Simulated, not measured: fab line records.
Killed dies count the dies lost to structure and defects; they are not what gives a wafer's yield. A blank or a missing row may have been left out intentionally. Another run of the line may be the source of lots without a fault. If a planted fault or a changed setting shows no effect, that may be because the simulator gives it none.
Which tool is to blame? -- flow rit-cmos -- 45 wafers from 15 lots sampled at 2 of the route's 202 steps

WHAT THE GAUGES SHOWED, per wafer
The record holds no reading of a measuring or inspecting step that can be judged against a usual standard deviation.

WHICH TOOL RAN EACH LOT (tool, then ch and the chambers of the sampled wafers, then the start)
lot,RIT_ACTIVE_OXIDATION_01,RIT_M1_PROBE_99
L283,"furnace-03 ch 0, day 1 10:07",-
L284,"furnace-01 ch 0, day 1 17:08",-
L285,"furnace-01 ch 0, day 2 00:35",-
L286,"furnace-03 ch 0, day 2 04:52",-
L287,"furnace-04 ch 0, day 2 07:16",-
L288,"furnace-04 ch 0, day 2 12:05",-
L290,"furnace-04 ch 0, day 2 21:44","prober-01, day 5 11:10"
L291,"furnace-04 ch 0, day 3 03:22","prober-02, day 5 14:33"
L292,"furnace-01 ch 0, day 3 08:39",-
L294,"furnace-04 ch 0, day 3 17:49","prober-01, day 6 15:14"
L295,"furnace-04 ch 0, day 4 00:56","prober-02, day 6 21:38"
L300,"furnace-01 ch 0, day 5 03:54",-
L301,"furnace-01 ch 0, day 5 09:32",-
L302,"furnace-01 ch 0, day 5 09:32",-
L304,"furnace-01 ch 0, day 5 23:19",-
- RIT_ACTIVE_OXIDATION_01: target thk 46.8 nm, ox time 3360 s.
- RIT_M1_PROBE_99

WHAT THE TOOLS THEMSELVES READ (means of the sampled wafers that have a number; where no wafer has one, the mark that the record gives instead)
RIT_M1_PROBE_99.
lot,tool,killed-at-contacts,killed-at-front-end,killed-dies,killed-on-rim,killed-open,killed-short
L290,prober-01,0.0,6.7,6.7,1.0,3.0,3.0
L291,prober-02,0.0,183.7,183.7,51.3,1.3,1.3
L294,prober-01,0.0,185.7,185.7,49.3,1.7,2.0
L295,prober-02,0.0,185.7,185.7,51.0,2.3,4.7

THE ANSWER, worked out from the rows above alone
Rule: usual is defined by the lots themselves. The widest of any qualifying gaps counts: lots, ordered by their means at a reading, are off when they make up no more than a third of the lots, leave a main group of 4 or more, and stand apart from it by 3 or more times the standard deviation of that group's means. A main group is skipped when, at the precision printed for the reading in the tables above, its means are all equal. Also off: a lot with no number at a reading for which 4 or more lots have one. The other lots that the step has rows for count as sound. After the gauges, taken in route order, come the tools' own readings; for these a lot's mean is taken, as printed above. At the first step where some lot is off, the reading lying furthest off is the one used; lots without a number count as furthest.
No lot is off at any reading shown: from this, nothing can be told.

WHAT THE SIMULATOR HAD INSERTED
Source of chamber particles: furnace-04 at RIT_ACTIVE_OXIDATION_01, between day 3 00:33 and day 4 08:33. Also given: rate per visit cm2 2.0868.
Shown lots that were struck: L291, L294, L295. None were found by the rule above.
